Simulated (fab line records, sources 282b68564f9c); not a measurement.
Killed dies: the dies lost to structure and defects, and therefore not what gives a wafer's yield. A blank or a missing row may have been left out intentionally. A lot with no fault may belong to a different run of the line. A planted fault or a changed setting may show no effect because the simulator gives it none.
Struck lot and sound lot, side by side / flow ritCmos / 39 out of 202 route steps
Sound: wafers L469.1, L469.3, L469.5. Wafers struck: L476.2, L476.3, L476.5. Last of all comes the cause.
Order at every step that has rows: each side's tool, ch and its chambers, its first start. Under that, the readings that differ: sound wafers / struck wafers / difference of the means / sigmas: that difference in standard deviations of wafers without a fault.
alike: words and numbers the same on both sides, and readings whose means are apart by under 2 such deviations; not compared: readings that were withheld, readings missing a value for some wafer, numbers with overlapping values and no deviation given by the record, and bounds like >300 which may hide the same value.
Wherever a step has rows on one side only, a row that says differs or no value, or a row with sigmas, the two part there. Numbers that don't overlap but have no deviation are shown without sigmas and don't part them. A reading missing from all wafers of one side parts the sides only when that side holds two or more wafers.

first, 3 steps without rows for these wafers: RIT_GATE_EXPOSE_13 (exposes mask M6, target cd 150 nm); RIT_GATE_PEB_14; RIT_GATE_DEVELOP_15 (develop time 50 s).
RIT_GATE_CD_MEAS_16: target cd 150 nm.
  sound on cdSem-02, day 4 08:19; struck on cdSem-01, day 6 04:42
reading=cdNm (nm); sound=144.0 145.1 143.4; struck=148.3 148.4 149.8; difference=+4.7; sigmas=+2
RIT_GATE_OVL_MEAS_17:
  sound on overlay-01, day 4 08:26; struck on overlay-02, day 6 04:49
  alike: GATE_OVL
then, 1 step without rows for these wafers: RIT_GATE_HARDBAKE_18 (time 60 s).
RIT_GATE_ETCH_19: etches poly-Si in SF6/CHF3/O2, stops on SiO2, time 165 s, target depth 312.5 nm.
  sound on rieSi-01 ch 1,3, day 4 08:37; struck on rieSi-02 ch 0,1,3, day 6 04:59
  alike: drypumpMotorCurrentA, oesProductAu, throttleValvePct
  not compared: rfHoursCounterH
RIT_GATE_STRIP_20: strips in O2, time 180 s.
  sound on plasmaAsher-01 ch 0,1, day 4 08:43; struck on plasmaAsher-03 ch 0,1, day 6 05:06
reading=drypumpMotorCurrentA (A); sound=5.9 5.4 5.4; struck=6.8 6.0 6.9; difference=+1.0; sigmas=+2
  not compared: rfHoursCounterH
RIT_GATE_CD_MEAS_90: target cd 150 nm.
  sound on cdSem-02, day 4 08:54; struck on cdSem-02, day 6 05:17
reading=cdNm (nm); sound=143.6 145.1 143.3; struck=148.4 148.8 150.2; difference=+5.1; sigmas=+2
then, 3 steps without rows for these wafers: RIT_REOX_CLEAN_00 (cleans in SC1, time 600 s); RIT_REOX_CLEAN_01 (cleans in dHF, time 30 s); RIT_REOX_CLEAN_02 (cleans in SC2, time 600 s).
RIT_REOX_OXIDATION_03: target thk 25.2 nm, ox time 5580 s.
  sound on furnace-01 ch 0, day 4 13:22; struck on furnace-01 ch 0, day 6 14:53
reading=spikeTcCentreC (C); sound=903.5 904.4 901.3; struck=889.3 888.2 888.7; difference=-14.3; sigmas=-11
reading=spikeTcLoadC (C); sound=926 926 926; struck=912 914 914; difference=-13; sigmas=-4
reading=spikeTcSourceC (C); sound=919 919 919; struck=907 906 904; difference=-13; sigmas=-4
reading=tubeCenterTempC (C); sound=900.01 900.03 899.92; struck=885.98 885.96 886.13; difference=-13.96; sigmas=-99 or more
reading=tube_center_temp_C_max; sound=902.3 902.7 902.0; struck=887.9 889.6 888.2; difference=-13.8; sigmas=-36
reading=model.SiO2_of_REOX_OXIDATION_03.thkNm (nm); sound=25.71 25.85 26.14; struck=22.05 22.3 22.28; difference=-3.69; sigmas=
RIT_REOX_THK_MEAS_04:
  sound on filmMetro-02, day 4 15:55; struck on filmMetro-03, day 6 17:26
reading=REOX_OXIDE_THK (nm); sound=25.7 25.9 26.2; struck=22.0 22.3 22.3; difference=-3.7; sigmas=-6
then, 6 steps without rows for these wafers: RIT_NLDD_HMDS_00 (prime time 60 s); RIT_NLDD_COAT_01 (resist thk 1000 nm); RIT_NLDD_SOFTBAKE_02 (time 60 s); RIT_NLDD_EXPOSE_03 (exposes mask M7, target cd 40700 nm); RIT_NLDD_PEB_04; RIT_NLDD_DEVELOP_05 (develop time 50 s).
RIT_NLDD_OVL_MEAS_06:
  sound on overlay-02, day 4 16:56; struck on overlay-02, day 6 18:21
  alike: NLDD_OVL
then, 2 steps without rows for these wafers: RIT_NLDD_HARDBAKE_07 (time 60 s); RIT_NLDD_IMPLANT_08.
RIT_NLDD_STRIP_09: strips in O2, time 180 s.
  sound on plasmaAsher-03 ch 0,1, day 4 17:19; struck on plasmaAsher-02 ch 0,1, day 6 18:41
  alike: drypumpMotorCurrentA
  not compared: rfHoursCounterH
RIT_NLDD_TW_MEAS_10:
  sound on filmMetro-01, day 4 17:29; struck on filmMetro-02, day 6 18:52
  alike: NLDD_TW
then, 6 steps without rows for these wafers: RIT_PLDD_HMDS_00 (prime time 60 s); RIT_PLDD_COAT_01 (resist thk 1000 nm); RIT_PLDD_SOFTBAKE_02 (time 60 s); RIT_PLDD_EXPOSE_03 (exposes mask M8, target cd 40900 nm); RIT_PLDD_PEB_04; RIT_PLDD_DEVELOP_05 (develop time 50 s).
RIT_PLDD_OVL_MEAS_06:
  sound on overlay-02, day 4 18:23; struck on overlay-01, day 6 19:54
  alike: PLDD_OVL
then, 2 steps without rows for these wafers: RIT_PLDD_HARDBAKE_07 (time 60 s); RIT_PLDD_IMPLANT_08.
RIT_PLDD_STRIP_09: strips in O2, time 180 s.
  sound on plasmaAsher-03 ch 0,1, day 4 18:44; struck on plasmaAsher-04 ch 0,1, day 6 20:14
  alike: drypumpMotorCurrentA
  not compared: rfHoursCounterH
RIT_PLDD_TW_MEAS_10:
  sound on filmMetro-02, day 4 18:54; struck on filmMetro-02, day 6 20:25
  alike: PLDD_TW
RIT_SPACER_CLEAN_00: cleans in SC1, time 600 s.
  sound on wetBench-01 ch 0, day 4 18:58; struck on wetBench-04 ch 3, day 6 20:28
reading=model.SiO2_of_REOX_OXIDATION_03.thkNm (nm); sound=23.71 23.85 24.11; struck=20.35 20.59 20.57; difference=-3.39; sigmas=
then, 1 step without rows for these wafers: RIT_SPACER_CLEAN_01 (cleans in dHF, time 30 s).
RIT_M1_PROBE_99:
  sound on prober-01, day 5 08:13; struck on prober-01, day 7 09:59
reading=killedOpen; sound=2 0 3; struck=5 13 7; difference=+7; sigmas=+3
reading=model.etest.pmosTurned.rOnOhmUm; sound=3609 3673 3648; struck=2956 3075 3025; difference=-625; sigmas=
reading=model.etest.pmos_0p3.rOnOhmUm; sound=6452 6610 6587; struck=5843 5881 5865; difference=-687; sigmas=
reading=model.etest.pmos_0p15.rOnOhmUm; sound=2824 2864 2860; struck=2459 2543 2499; difference=-349; sigmas=
reading=model.etest.pldd.rsOhmSq; sound=567.7 582.9 602; struck=388.9 398.5 400.7; difference=-188.2; sigmas=
reading=model.etest.nmos_0p3.rOnOhmUm; sound=2229 2216 2216; struck=2003 2043 2018; difference=-199; sigmas=
reading=model.etest.nmos_0p15.rOnOhmUm; sound=1164 1129 1132; struck=1012 1077 1015; difference=-107; sigmas=
reading=model.etest.nmosTurned.driveUaUm; sound=312.5 310.7 309.8; struck=397.6 393.7 391.2; difference=+83.2; sigmas=
reading=model.etest.nldd.rsOhmSq; sound=387.4 392.8 398.1; struck=315 319.5 319; difference=-75; sigmas=
  alike: killedAtFrontEnd, killedDies, killedShort

== WHERE THEY PART ==
At RIT_GATE_CD_MEAS_16 first; at RIT_M1_PROBE_99 last (within this record only).

WHY: what the simulator had put in
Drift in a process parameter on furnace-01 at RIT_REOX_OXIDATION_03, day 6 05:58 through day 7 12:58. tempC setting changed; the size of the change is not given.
